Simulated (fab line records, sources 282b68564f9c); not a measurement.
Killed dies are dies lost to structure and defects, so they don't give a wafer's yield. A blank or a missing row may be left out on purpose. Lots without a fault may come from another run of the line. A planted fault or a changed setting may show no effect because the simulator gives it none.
fab line records | flow rit_cmos
record lots=5 wafers=15 last_day=7
route steps=202 shown PRETRO@72 GATE@75 FOX2@80 REOX@98 NLDD@103 SDANNEAL@155 M1@202
lots that met no fault: from a run of the same line without faults
start_h: hours from the record's first day to the start of the lot's first wafer shown | wait_h: hours since the lot's step before | " the same as in the row above | L1.1+2: a row that stands for several wafers | - no value, or no start given | * or withheld: withheld | < > ~ a bound
route shown NAME@n: a module of which the file shows steps, and the number in the route of the first | usual: mean/standard deviation of fault-free wafers | same: alike in all rows | chamber/n: place in a boat | sites: the reading at each site | _std_site: their standard deviation | _edge_site: outer sites' mean less inner sites' | radius_mm: how far each site lies from the wafer's centre | mask NAME#n: copy n | behind: the tool/chamber that last shaped the wafer | hold: why the lot was held/for how many hours/how that ended | device: the transistor (n, p or np) that didn't switch | end of line: the same wafers' tests at the end of the route | a step without rows: its recipe alone | killed: dies lost to structure and defects at the first sort, not the wafer's yield | map: a wafer's dies, x killed, . not, _ none there
set.NAME: the setting as run; set.NAME@STEP: as run at that earlier step | model.NAME: the simulator's own value behind a step, which no gauge read
lots at some steps of the route; a table a step, a row a wafer
services: from which hour (start_h, from the record's first day; less than 0 if before it) a tool's chamber was out of use, for how many hours, and why
## steps
# step RIT_PRETRO_IMPLANT_08
# recipe species=B energy_kev=45 dose_cm2=1.2e+13 tilt_deg=7
# step RIT_PRETRO_STRIP_09
# recipe chemistry=O2 time_s=180 resist=NOVOLAK platen_temp_c=withheld power_w=500 pressure_mtorr=4000 o2_flow_sccm=4000
# usual drypump_motor_current_A=5.5/0.49
# same time_s=180
# columns lot.wafer tool chamber start_h wait_h drypump_motor_current_A rf_hours_counter_h
L407.1 plasma_asher-01 1 32.70 0.1 4.8 36
L407.3 " 1 " " 4.8 -
L407.6 " 1 " " 4.8 -
L411.2 plasma_asher-04 0 57.13 0.1 5.3 40
L411.3 " 0 " " 5.3 -
L411.4 " 1 " " 6.1 -
L417.1 plasma_asher-01 0 84.21 0.1 5.8 41
L417.5 " 0 " " 5.8 -
L417.6 " 1 " " 4.8 -
L419.1 plasma_asher-04 1 92.83 0.1 6.1 44
L419.3 " 0 " " 5.3 -
L419.6 " 0 " " 5.3 -
L427.1 plasma_asher-01 1 134.95 0.1 4.8 47
L427.3 " 0 " " 5.8 -
L427.6 " 0 " " 5.8 -
# step RIT_PRETRO_TW_MEAS_10
# usual PRETRO_TW=474.7/2.5
# columns lot.wafer tool chamber start_h wait_h PRETRO_TW
L407.1 film_metro-04 - 32.88 0.1 472.6
L407.3 " - " " 475.8
L407.6 " - " " 473.4
L411.2 film_metro-04 - 57.31 0.1 471.0
L411.3 " - " " 472.3
L411.4 " - " " 472.3
L417.1 film_metro-03 - 84.38 0.1 477.1
L417.5 " - " " 477.3
L417.6 " - " " 478.7
L419.1 film_metro-03 - 93.00 0.1 476.5
L419.3 " - " " 476.3
L419.6 " - " " 475.0
L427.1 film_metro-03 - 135.13 0.1 474.6
L427.3 " - " " 476.4
L427.6 " - " " 475.5
# step RIT_GATE_WET_ETCH_00
# recipe chemistry=BOE target=SiO2 target_depth_nm=56 time_s=60 dry=n2_spin dilution=10:1 temp_c=21.5
# step RIT_GATE_CLEAN_01
# recipe chemistry=SC1 mix=3:3:50 time_s=600 temp_c=75
# step RIT_GATE_CLEAN_02
# recipe chemistry=dHF dilution=50:1 time_s=30
# step RIT_GATE_CLEAN_03
# recipe chemistry=SC2 mix=3:3:50 time_s=600 temp_c=75 dry=n2_spin
# step RIT_GATE_CLEAN_04
# recipe chemistry=dHF dilution=50:1 time_s=60 dry=n2_spin
# step RIT_FOX2_THK_MEAS_91
# recipe reads=SiO2_of_FOX2_OXIDATION_00
# usual FIELD_OXIDE_LEFT_2_THK=256/6.3
# columns lot.wafer tool chamber start_h wait_h FIELD_OXIDE_LEFT_2_THK[nm]
L407.1 film_metro-04 - 33.36 0.0 260
L407.3 " - " " 256
L407.6 " - " " 256
L411.2 film_metro-03 - 57.79 0.0 248
L411.3 " - " " 257
L411.4 " - " " 252
L417.1 film_metro-02 - 84.86 0.0 249
L417.5 " - " " 239
L417.6 " - " " 246
L419.1 film_metro-04 - 93.48 0.0 248
L419.3 " - " " 246
L419.6 " - " " 246
L427.1 film_metro-03 - 135.62 0.0 256
L427.3 " - " " 256
L427.6 " - " " 262
# step RIT_GATE_OXIDATION_05
# recipe temp_c=900 ambient=O2 target_thk_a=30 ox_time_s=270
# step RIT_GATE_ANNEAL_06
# recipe temp_c=900 time_s=600 ambient=N2O
# step RIT_GATE_THK_MEAS_07
# recipe reads=SiO2_of_GATE_OXIDATION_05
# usual GATE_OXIDE_THK=3.05/0.073
# columns lot.wafer tool chamber start_h wait_h GATE_OXIDE_THK[nm]
L407.1 film_metro-03 - 37.14 0.0 3.12
L407.3 " - " " 2.98
L407.6 " - " " 3.03
L411.2 film_metro-02 - 62.53 0.0 3.02
L411.3 " - " " 3.06
L411.4 " - " " 3.07
L417.1 film_metro-03 - 86.31 0.0 3.02
L417.5 " - " " 3.00
L417.6 " - " " 3.10
L419.1 film_metro-04 - 94.87 0.0 3.14
L419.3 " - " " 3.04
L419.6 " - " " 3.10
L427.1 film_metro-03 - 137.30 0.0 3.10
L427.3 " - " " 3.09
L427.6 " - " " 3.10
# step RIT_GATE_CVD_08
# recipe material=poly-Si target_thk_nm=250 temp_c=610 precursor=SiH4 time_s=2220 pressure_mtorr=300 sih4_flow_sccm=100
# columns lot.wafer tool chamber start_h wait_h model.poly-Si_of_GATE_CVD_08.thk_nm
L407.1 lpcvd-01 0 37.20 0.1 254
L407.3 " 0 " " 253
L407.6 " 0 " " 251.3
L411.2 lpcvd-01 1 62.58 0.0 250
L411.3 " 1 " " 250.3
L411.4 " 1 " " 251.5
L417.1 lpcvd-02 1 86.37 0.1 248.3
L417.5 " 1 " " 249.6
L417.6 " 1 " " 250
L419.1 lpcvd-02 1 94.93 0.1 251.7
L419.3 " 1 " " 251.6
L419.6 " 1 " " 249
L427.1 lpcvd-02 1 137.36 0.1 261.3
L427.3 " 1 " " 261.4
L427.6 " 1 " " 260.7
# step RIT_GATE_THK_MEAS_09
# recipe reads=poly-Si_of_GATE_CVD_08
# usual GATE_POLY_THK=250.1/2.3
# columns lot.wafer tool chamber start_h wait_h GATE_POLY_THK[nm]
L407.1 film_metro-04 - 38.82 0.0 254.0
L407.3 " - " " 253.1
L407.6 " - " " 251.2
L411.2 film_metro-02 - 64.20 0.0 249.9
L411.3 " - " " 250.4
L411.4 " - " " 251.6
L417.1 film_metro-02 - 87.98 0.0 248.1
L417.5 " - " " 249.7
L417.6 " - " " 250.0
L419.1 film_metro-03 - 96.54 0.0 251.8
L419.3 " - " " 251.5
L419.6 " - " " 249.0
L427.1 film_metro-02 - 138.98 0.0 261.4
L427.3 " - " " 261.4
L427.6 " - " " 260.7
# step RIT_GATE_HMDS_10
# recipe prime_time_s=60 prime_temp_c=140
# step RIT_GATE_COAT_11
# recipe resist=NOVOLAK spin_rpm=4250 resist_thk_nm=850
# step RIT_GATE_SOFTBAKE_12
# recipe resist=NOVOLAK temp_c=90 time_s=60
# step RIT_GATE_EXPOSE_13
# recipe mask_id=M6 na=0.6 source_shape=conventional sigma_outer=0.6 target_cd_nm=150 dose_mj=380
# step RIT_GATE_PEB_14
# recipe resist=NOVOLAK temp_c=withheld time_s=withheld
# step RIT_GATE_DEVELOP_15
# recipe resist=NOVOLAK develop_time_s=50 dev_temp_c=23
# step RIT_GATE_CD_MEAS_16
# recipe target_cd_nm=150
# usual cd_nm=149.8/2.4
# columns lot.wafer tool chamber start_h wait_h cd_nm
L407.1 cd_sem-02 - 39.73 - 146.6
L407.3 " - " " 148.3
L407.6 " - " " 148.0
L411.2 cd_sem-02 - 65.25 - 152.4
L411.3 " - " " 152.4
L411.4 " - " " 150.6
L417.1 cd_sem-01 - 89.02 - 151.9
L417.5 " - " " 151.9
L417.6 " - " " 151.4
L419.1 cd_sem-01 - 97.45 - 149.0
L419.3 " - " " 150.2
L419.6 " - " " 151.3
L427.1 cd_sem-02 - 139.89 - 149.7
L427.3 " - " " 149.5
L427.6 " - " " 150.6
# step RIT_GATE_OVL_MEAS_17
# usual GATE_OVL=0.6/1.5
# columns lot.wafer tool chamber start_h wait_h GATE_OVL[nm]
L407.1 overlay-02 - 39.85 0.1 -0.5
L407.3 " - " " -0.4
L407.6 " - " " 0.4
L411.2 overlay-02 - 65.35 0.1 0.6
L411.3 " - " " -0.9
L411.4 " - " " -2.8
L417.1 overlay-02 - 89.14 0.1 -0.6
L417.5 " - " " -1.6
L417.6 " - " " 0.3
L419.1 overlay-02 - 97.57 0.1 3.5
L419.3 " - " " 0.6
L419.6 " - " " 0.2
L427.1 overlay-01 - 140.01 0.1 1.5
L427.3 " - " " 0.0
L427.6 " - " " 1.9
# step RIT_GATE_HARDBAKE_18
# recipe resist=NOVOLAK temp_c=140 time_s=60
# step RIT_GATE_ETCH_19
# recipe chemistry=SF6/CHF3/O2 time_s=165 SF6_flow_sccm=30 CHF3_flow_sccm=30 O2_flow_sccm=5 target=poly-Si pressure_mtorr=40 rf_w=160 target_depth_a=3125 over_etch_frac=0.25 stop_on=SiO2
# usual CHF3_flow_sccm=30.00/0.091 drypump_motor_current_A=5.9/0.46 oes_product_au=0.851/0.015 throttle_valve_pct=10.24/0.077
# same time_s=165
# columns lot.wafer tool chamber start_h wait_h CHF3_flow_sccm drypump_motor_current_A oes_product_au rf_hours_counter_h throttle_valve_pct model.etch.depth_nm model.GATE.feature_depth_nm
L407.1 rie_si-02 0 40.21 0.1 30.03 6.6 0.871 164 10.27 254 254
L407.3 " 3 " " 30.01 5.6 0.864 2 10.18 253 253
L407.6 " 2 " " 29.97 6.2 0.851 - 10.20 251.3 251.3
L411.2 rie_si-02 3 65.53 0.1 30.17 5.6 0.869 2 10.18 250 250
L411.3 " 2 " " 29.86 6.1 0.850 109 10.20 250.3 250.3
L411.4 " 3 " " 30.06 5.6 0.857 - 10.18 251.5 251.5
L417.1 rie_si-02 0 89.32 0.1 29.88 6.6 0.854 0 10.27 248.3 248.3
L417.5 " 2 " " 29.97 6.2 0.849 - 10.20 249.6 249.6
L417.6 " 1 " " 30.04 5.9 0.873 - 10.19 250 250
L419.1 rie_si-02 2 97.76 0.1 29.89 6.2 0.843 109 10.21 251.7 251.7
L419.3 " 3 " " 30.08 5.6 0.872 2 10.18 251.6 251.6
L419.6 " 0 " " 29.99 6.6 0.842 - 10.28 249 249
L427.1 rie_si-02 2 140.20 0.1 29.92 6.2 0.873 109 10.21 261.3 261.3
L427.3 " 0 " " 29.95 6.7 0.872 1 10.28 261.4 261.4
L427.6 " 0 " " 29.95 6.6 0.883 - 10.28 260.7 260.7
# step RIT_GATE_STRIP_20
# recipe chemistry=O2 time_s=180 resist=NOVOLAK platen_temp_c=withheld power_w=500 pressure_mtorr=4000 o2_flow_sccm=4000
# usual drypump_motor_current_A=5.4/0.44
# same time_s=180
# columns lot.wafer tool chamber start_h wait_h drypump_motor_current_A rf_hours_counter_h
L407.1 plasma_asher-04 1 40.31 0.1 6.1 38
L407.3 " 0 " " 5.3 -
L407.6 " 0 " " 5.3 -
L411.2 plasma_asher-04 0 65.64 0.1 5.3 41
L411.3 " 0 " " 5.3 -
L411.4 " 1 " " 6.1 -
L417.1 plasma_asher-01 1 89.43 0.1 4.8 42
L417.5 " 1 " " 4.7 -
L417.6 " 0 " " 5.8 -
L419.1 plasma_asher-01 0 97.87 0.1 5.8 43
L419.3 " 1 " " 4.8 -
L419.6 " 0 " " 5.8 -
L427.1 plasma_asher-04 0 140.30 0.1 5.3 50
L427.3 " 1 " " 6.1 -
L427.6 " 0 " " 5.3 -
# step RIT_GATE_CD_MEAS_90
# recipe target_cd_nm=150
# usual cd_nm=149.8/2.4
# columns lot.wafer tool chamber start_h wait_h cd_nm
L407.1 cd_sem-01 - 40.49 0.1 146.8
L407.3 " - " " 147.9
L407.6 " - " " 148.0
L411.2 cd_sem-02 - 65.84 0.1 152.9
L411.3 " - " " 153.0
L411.4 " - " " 151.1
L417.1 cd_sem-02 - 89.61 0.1 152.0
L417.5 " - " " 152.3
L417.6 " - " " 151.6
L419.1 cd_sem-02 - 98.04 0.1 149.2
L419.3 " - " " 150.3
L419.6 " - " " 151.3
L427.1 cd_sem-02 - 140.48 0.1 149.6
L427.3 " - " " 149.5
L427.6 " - " " 150.7
# step RIT_REOX_CLEAN_00
# recipe chemistry=SC1 mix=3:3:50 time_s=600 temp_c=75
# step RIT_REOX_CLEAN_01
# recipe chemistry=dHF dilution=50:1 time_s=30
# step RIT_REOX_CLEAN_02
# recipe chemistry=SC2 mix=3:3:50 time_s=600 temp_c=75 dry=n2_spin
# step RIT_REOX_OXIDATION_03
# recipe temp_c=900 ambient=O2 target_thk_a=252 ox_time_s=5580
# step RIT_REOX_THK_MEAS_04
# recipe reads=SiO2_of_REOX_OXIDATION_03
# usual REOX_OXIDE_THK=25.2/0.37
# columns lot.wafer tool chamber start_h wait_h REOX_OXIDE_THK[nm]
L407.1 film_metro-01 - 45.91 0.0 24.5
L407.3 " - " " 24.8
L407.6 " - " " 24.5
L411.2 film_metro-04 - 69.65 0.0 24.4
L411.3 " - " " 24.6
L411.4 " - " " 24.6
L417.1 film_metro-01 - 93.22 0.0 25.8
L417.5 " - " " 25.2
L417.6 " - " " 25.5
L419.1 film_metro-02 - 102.15 0.0 25.1
L419.3 " - " " 25.1
L419.6 " - " " 25.1
L427.1 film_metro-01 - 145.48 0.0 24.9
L427.3 " - " " 24.8
L427.6 " - " " 25.0
# step RIT_NLDD_HMDS_00
# recipe prime_time_s=60 prime_temp_c=140
# step RIT_NLDD_COAT_01
# recipe resist=NOVOLAK spin_rpm=3250 resist_thk_nm=1000
# step RIT_NLDD_SOFTBAKE_02
# recipe resist=NOVOLAK temp_c=90 time_s=60
# step RIT_NLDD_EXPOSE_03
# recipe mask_id=M7 na=0.57 target_cd_nm=40700 dose_mj=250
# step RIT_NLDD_PEB_04
# recipe resist=NOVOLAK temp_c=withheld time_s=withheld
# step RIT_NLDD_DEVELOP_05
# recipe resist=NOVOLAK develop_time_s=50 dev_temp_c=23
# step RIT_NLDD_OVL_MEAS_06
# usual NLDD_OVL=-0.7/1.5
# columns lot.wafer tool chamber start_h wait_h NLDD_OVL[nm]
L407.1 overlay-01 - 46.94 - 1.0
L407.3 " - " " -0.9
L407.6 " - " " -1.1
L411.2 overlay-01 - 70.68 - 0.3
L411.3 " - " " 0.8
L411.4 " - " " 1.2
L417.1 overlay-02 - 94.26 - 0.3
L417.5 " - " " -1.4
L417.6 " - " " -0.9
L419.1 overlay-01 - 103.23 - -1.6
L419.3 " - " " -1.1
L419.6 " - " " -1.7
L427.1 overlay-02 - 146.52 - 1.3
L427.3 " - " " -1.1
L427.6 " - " " -2.3
# step RIT_NLDD_HARDBAKE_07
# recipe resist=NOVOLAK temp_c=140 time_s=60
# step RIT_NLDD_IMPLANT_08
# recipe species=P energy_kev=20 dose_cm2=5e+14 tilt_deg=7
# step RIT_NLDD_STRIP_09
# recipe chemistry=O2 time_s=180 resist=NOVOLAK platen_temp_c=withheld power_w=500 pressure_mtorr=4000 o2_flow_sccm=4000
# usual drypump_motor_current_A=5.5/0.4
# same time_s=180
# columns lot.wafer tool chamber start_h wait_h drypump_motor_current_A rf_hours_counter_h
L407.1 plasma_asher-02 1 47.28 0.1 5.1 26
L407.3 " 0 " " 5.2 -
L407.6 " 1 " " 5.1 -
L411.2 plasma_asher-04 1 71.01 0.1 6.1 42
L411.3 " 1 " " 6.1 -
L411.4 " 0 " " 5.3 -
L417.1 plasma_asher-03 0 94.76 0.1 5.3 47
L417.5 " 1 " " 6.1 -
L417.6 " 0 " " 5.3 -
L419.1 plasma_asher-03 1 103.57 0.1 6.1 48
L419.3 " 0 " " 5.3 -
L419.6 " 1 " " 6.0 -
L427.1 plasma_asher-02 1 146.85 0.1 5.1 37
L427.3 " 1 " " 5.1 -
L427.6 " 1 " " 5.1 -
# step RIT_NLDD_TW_MEAS_10
# usual NLDD_TW=2490/9.7
# columns lot.wafer tool chamber start_h wait_h NLDD_TW
L407.1 film_metro-02 - 47.45 0.1 2514
L407.3 " - " " 2497
L407.6 " - " " 2487
L411.2 film_metro-03 - 71.19 0.1 2491
L411.3 " - " " 2471
L411.4 " - " " 2490
L417.1 film_metro-02 - 94.93 0.1 2498
L417.5 " - " " 2478
L417.6 " - " " 2494
L419.1 film_metro-03 - 103.74 0.1 2467
L419.3 " - " " 2472
L419.6 " - " " 2492
L427.1 film_metro-03 - 147.03 0.1 2484
L427.3 " - " " 2493
L427.6 " - " " 2482
# step RIT_SDANNEAL_CLEAN_02
# recipe chemistry=SC2 mix=3:3:50 time_s=600 temp_c=75 dry=n2_spin
# same time_s=600
# columns lot.wafer tool chamber start_h wait_h model.poly-Si_of_GATE_CVD_08.thk_nm
L407.1 wet_bench-04 2 54.46 0.0 169
L407.3 " 2 " " 168.4
L407.6 " 2 " " 166.2
L411.2 wet_bench-04 1 78.47 0.0 163.5
L411.3 " 1 " " 163.8
L411.4 " 1 " " 165.2
L417.1 wet_bench-01 0 102.07 0.0 162.6
L417.5 " 0 " " 163.7
L417.6 " 0 " " 164.5
L419.1+3 wet_bench-02 1 110.88 0.0 166.6
L419.6 " 1 " " 164
L427.1 wet_bench-01 0 154.75 0.0 175
L427.3 " 0 " " 174.4
L427.6 " 0 " " 175.1
# step RIT_M1_PROBE_99
# usual killed_at_contacts=0.1/0.3 killed_at_front_end=7/3.3 killed_dies=7/3.3 killed_open=3.8/2.3 killed_short=3.5/2.1
# same gross_dies=264 killed_at_M0_to_M3=0 killed_at_M4_up=0 killed_at_back_side=0 killed_at_other=0
# columns lot.wafer tool chamber start_h wait_h killed_at_contacts killed_at_front_end killed_dies killed_open killed_short model.etest.poly_comb_over_steps.leak_log10_a_um
L407.1 prober-01 - 62.19 0.1 0 12 12 6 6 -12.69
L407.3 prober-01 - 62.29 0.2 1 7 8 4 3 -12.37
L407.6 prober-01 - 62.44 0.2 0 7 7 2 5 -12.9
L411.2 prober-01 - 86.22 0.1 0 9 9 5 4 -12.95
L411.3 prober-01 - 86.27 0.2 0 16 16 9 7 -12.86
L411.4 prober-01 - 86.32 0.2 0 3 3 1 2 -12.86
L417.1 prober-01 - 109.80 0.1 0 5 5 2 3 -12.77
L417.5 prober-01 - 110.00 0.2 0 8 8 4 4 -12.87
L417.6 prober-01 - 110.05 0.2 0 12 12 8 4 -12.69
L419.1 prober-01 - 119.02 0.1 0 5 5 5 0 -12.92
L419.3 prober-01 - 119.12 0.2 0 11 11 4 7 -12.87
L419.6 prober-01 - 119.27 0.2 0 14 14 9 5 -12.74
L427.1 prober-01 - 162.25 0.1 0 10 10 8 2 -12.34
L427.3 prober-01 - 162.35 0.2 1 6 7 1 6 -11.62
L427.6 prober-01 - 162.50 0.2 0 9 9 7 2 -11.95
# killed by level:class
L407.1 GATE:geometric_particle:open=3 FOX1:geometric_particle:short=2 GATE:geometric_particle:short=2 FOX1:geometric_particle:open=1 FOX2:geometric_particle:open=1 FOX2:geometric_particle:short=1 REOX:geometric_particle:open=1 SILICIDE:geometric_particle:short=1
L407.3 GATE:geometric_particle:short=3 GATE:geometric_particle:open=2 REOX:geometric_particle:open=1 SILICIDE:geometric_particle:open=1 CONTACT:coat_microbubble_printed=1
L407.6 GATE:geometric_particle:short=4 GATE:geometric_particle:open=1 REOX:geometric_particle:short=1 REOX:geometric_particle:open=1
L411.2 GATE:geometric_particle:open=5 GATE:geometric_particle:short=2 FOX1:geometric_particle:short=1 REOX:geometric_particle:short=1
L411.3 FOX1:geometric_particle:open=4 FOX1:geometric_particle:short=4 GATE:geometric_particle:open=4 GATE:geometric_particle:short=3 SPACER:geometric_particle:open=1
L411.4 GATE:geometric_particle:short=1 GATE:geometric_particle:open=1 SPACER:geometric_particle:short=1
L417.1 REOX:geometric_particle:open=2 FOX1:geometric_particle:short=1 FOX2:geometric_particle:short=1 GATE:geometric_particle:short=1
L417.5 FOX2:geometric_particle:short=2 GATE:geometric_particle:open=2 ACTIVE:geometric_particle:open=1 FOX2:geometric_particle:open=1 REOX:geometric_particle:short=1 SILICIDE:geometric_particle:short=1
L417.6 FOX1:geometric_particle:open=3 REOX:geometric_particle:open=2 REOX:geometric_particle:short=2 ACTIVE:geometric_particle:open=1 FOX2:geometric_particle:short=1 GATE:geometric_particle:open=1 SPACER:geometric_particle:short=1 SPACER:geometric_particle:open=1
L419.1 GATE:geometric_particle:open=2 SPACER:geometric_particle:open=2 FOX2:geometric_particle:open=1
L419.3 FOX2:geometric_particle:short=4 GATE:geometric_particle:open=3 REOX:geometric_particle:short=2 FOX2:geometric_particle:open=1 SILICIDE:geometric_particle:short=1
L419.6 FOX1:geometric_particle:open=3 FOX2:geometric_particle:open=2 GATE:geometric_particle:short=2 GATE:geometric_particle:open=2 REOX:geometric_particle:short=2 SPACER:geometric_particle:open=2 FOX2:geometric_particle:short=1
L427.1 GATE:geometric_particle:open=3 REOX:geometric_particle:open=3 FOX1:geometric_particle:short=1 FOX1:geometric_particle:open=1 REOX:geometric_particle:short=1 SPACER:geometric_particle:open=1
L427.3 GATE:geometric_particle:short=2 REOX:geometric_particle:short=2 GATE:geometric_particle:open=1 SPACER:geometric_particle:short=1 CONTACT:geometric_particle:short=1
L427.6 GATE:geometric_particle:open=3 SPACER:geometric_particle:open=3 FOX2:geometric_particle:open=1 GATE:geometric_particle:short=1 SPACER:geometric_particle:short=1
## services
# columns tool chamber start_h hours kind
plasma_asher-01 - 14.56 3.2 repair
lpcvd-01 - 21.68 3.0 repair
rie_si-02 0 47.12 - clean
rie_si-02 0 47.12 19.0 scheduled_down
rie_si-02 0 47.12 19.0 vent_cycle
rie_si-02 2 77.92 3.8 repair
plasma_asher-03 - 86.96 2.8 repair
plasma_asher-03 - 108.75 9.0 pm
plasma_asher-03 0 108.75 9.0 vent_cycle
plasma_asher-03 1 108.75 9.0 vent_cycle
plasma_asher-03 0 117.75 - clean
plasma_asher-03 1 117.75 - clean
lpcvd-02 - 125.28 0.9 repair
wet_bench-02 - 126.56 1.8 repair
plasma_asher-04 - 136.28 2.8 pm
plasma_asher-02 - 153.39 1.0 repair
## key
first_sign step=RIT_GATE_THK_MEAS_09 reading=GATE_POLY_THK direction=up sigmas=4.7 usual=250.1 struck=261.1
effect none on later readings
model_effect step=RIT_GATE_CVD_08 value=poly-Si_of_GATE_CVD_08.thk_nm without=251.8 struck=261.1
model_effect step=RIT_GATE_ETCH_19 value=etch.depth_nm without=251.8 struck=261.1
model_effect step=RIT_SDANNEAL_CLEAN_02 value=poly-Si_of_GATE_CVD_08.thk_nm without=165.5 struck=174.8
model_effect step=RIT_M1_PROBE_99 value=etest.poly_comb_over_steps.leak_log10_a_um without=-12.74 struck=-11.97
met_at RIT_GATE_CVD_08
struck_wafers L427.1,L427.3,L427.6
tester_left_out L427
onset_between 94.93 137.36
also_fits time
earlier_fault kind=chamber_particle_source tool=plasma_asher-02 chamber=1 onset_h=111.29 steps=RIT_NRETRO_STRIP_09 rate_per_visit_cm2=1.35 end_h=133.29
fault kind=process_parameter_drift tool=lpcvd-02 chamber=1 onset_h=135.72 steps=RIT_GATE_CVD_08 channel=target_thk_nm offset=9.3678 shape=step end_h=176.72 acts_in=these_recipes_only stated=250
# tester_left_out: of these lots the tester's yield and bins aren't shown, on N5 and GAA mostly nor the transistor test; their killed dies are dies lost to structure and defects alone, not to doping, threshold or leakage, so they don't give the yield
